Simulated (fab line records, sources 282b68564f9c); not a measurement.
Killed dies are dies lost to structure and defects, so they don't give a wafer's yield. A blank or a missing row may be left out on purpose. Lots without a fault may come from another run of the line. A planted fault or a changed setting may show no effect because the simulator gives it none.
Which tool did it? | flow rit_cmos | 14 lots, 42 wafers sampled, at 2 steps of a route of 202

WHAT THE GAUGES READ, wafer by wafer
The record holds no reading of a measuring or inspecting step that can be judged against a usual standard deviation.

WHICH TOOL RAN EACH LOT (tool, then ch and the chambers of the sampled wafers, then the start)
lot  | RIT_GATE_OXIDATION_05        | RIT_M1_PROBE_99
L482 | furnace-01 ch 0, day 2 09:54 | -
L483 | furnace-04 ch 0, day 2 15:23 | prober-01, day 3 17:31
L484 | furnace-03 ch 0, day 2 19:22 | prober-02, day 3 21:10
L485 | furnace-03 ch 0, day 3 00:19 | -
L486 | furnace-03 ch 0, day 3 04:49 | prober-02, day 4 06:53
L490 | furnace-01 ch 0, day 4 01:11 | -
L491 | furnace-03 ch 0, day 4 08:56 | prober-02, day 5 10:51
L494 | furnace-04 ch 0, day 4 23:21 | prober-01, day 6 01:11
L498 | furnace-04 ch 0, day 5 17:48 | prober-01, day 6 19:27
L499 | furnace-04 ch 0, day 6 01:56 | prober-02, day 7 05:35
L501 | furnace-03 ch 0, day 6 09:15 | prober-01, day 7 11:35
L503 | furnace-01 ch 0, day 7 04:31 | prober-02, day 8 06:44
L504 | furnace-01 ch 0, day 7 04:31 | -
L505 | furnace-01 ch 0, day 7 04:31 | prober-01, day 8 08:44
- RIT_GATE_OXIDATION_05: target thk 3 nm, ox time 274.8 s.
- RIT_M1_PROBE_99

WHAT THE TOOLS THEMSELVES READ (means of the sampled wafers that have a number; where no wafer has one, the mark that the record gives instead)
RIT_GATE_OXIDATION_05. Usual: spike_tc_centre_C 901.7 C, standard deviation 1.2; tube_center_temp_C_max 902.3, standard deviation 0.37; zone_power_centre_pct 39 %, standard deviation 3.1.
lot  | tool       | spike_tc_centre_C (C) | tube_center_temp_C_max | zone_power_centre_pct (%) | flag
L482 | furnace-01 | 901.4                 | 902.1                  | 43                        |
L483 | furnace-04 | 902.8                 | 902.3                  | 36                        |
L484 | furnace-03 | 900.5                 | 902.4                  | 37                        |
L485 | furnace-03 | 902.0                 | 902.3                  | 36                        |
L486 | furnace-03 | 900.5                 | 902.5                  | 37                        |
L490 | furnace-01 | 901.8                 | 902.3                  | 43                        |
L491 | furnace-03 | 901.9                 | 902.2                  | 37                        |
L494 | furnace-04 | 902.5                 | 902.9                  | 37                        |
L498 | furnace-04 | 902.4                 | 902.5                  | 36                        |
L499 | furnace-04 | 902.1                 | 902.4                  | 36                        |
L501 | furnace-03 | 900.7                 | 902.5                  | 37                        |
L503 | furnace-01 | 902.0                 | 902.2                  | 43                        |
L504 | furnace-01 | 901.9                 | 902.0                  | 43                        |
L505 | furnace-01 | 901.2                 | 902.3                  | 43                        |

RIT_M1_PROBE_99. Usual: killed_at_contacts 0.1, standard deviation 0.28; killed_at_front_end 7.0, standard deviation 2.9; killed_dies 7.0, standard deviation 2.9; killed_on_rim 1.8, standard deviation 1.4; killed_open 3.4, standard deviation 2.1; killed_short 3.6, standard deviation 1.7.
lot  | tool      | killed_at_contacts | killed_at_front_end | killed_dies | killed_on_rim | killed_open | killed_short | flag
L483 | prober-01 | 0.3                | 7.7                 | 8.0         | 2.3           | 3.0         | 5.0          |
L484 | prober-02 | 0.7                | 5.0                 | 5.7         | 1.7           | 2.3         | 3.3          |
L486 | prober-02 | 0.0                | 8.0                 | 8.0         | 1.3           | 4.0         | 4.0          |
L491 | prober-02 | 0.0                | 4.3                 | 4.3         | 1.3           | 1.3         | 3.0          |
L494 | prober-01 | 0.0                | 10.0                | 10.0        | 2.3           | 3.7         | 6.3          |
L498 | prober-01 | 0.0                | 121.3               | 121.3       | 31.7          | 2.7         | 2.0          | OFF
L499 | prober-02 | 0.0                | 124.3               | 124.3       | 32.3          | 3.0         | 3.3          | OFF
L501 | prober-01 | 0.0                | 6.7                 | 6.7         | 1.7           | 4.0         | 2.7          |
L503 | prober-02 | 0.0                | 5.3                 | 5.3         | 1.0           | 3.7         | 1.7          |
L505 | prober-01 | 0.3                | 6.3                 | 6.7         | 1.7           | 3.0         | 3.7          |

THE ANSWER, worked out from the rows above alone
Rule: a lot is off if the mean of its wafers that have a number lies more than 3 standard deviations from the usual mean. A lot without any number at a reading at which 4 lots or more have one is off too. The other lots that the step has rows for count as sound. The gauges are gone through in route order, then the tools' own readings, and for those a lot's mean is taken as printed above. The first step at which some lot is off is used, and at that step the reading that is off furthest; a lot without a number counts as furthest.
Off: L498, L499, at RIT_M1_PROBE_99 (killed_at_front_end). Neither off nor sound, because the step has no rows for them: L482, L485, L490, L504.
A tool fits if, at that step or a process step before it, it ran every lot that is off, and no sound lot after the first of them. One fits: furnace-04 at RIT_GATE_OXIDATION_05. Its last sound lot is L494 (day 4 23:21), its first lot that is off L498 (day 5 17:48): a fault that began between those two fits.

WHAT THE SIMULATOR HAD PUT IN
Chamber particle source: furnace-04, from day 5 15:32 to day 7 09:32, at RIT_GATE_OXIDATION_05. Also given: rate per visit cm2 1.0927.
Lots struck among those shown: L498, L499. The rule above found the same.
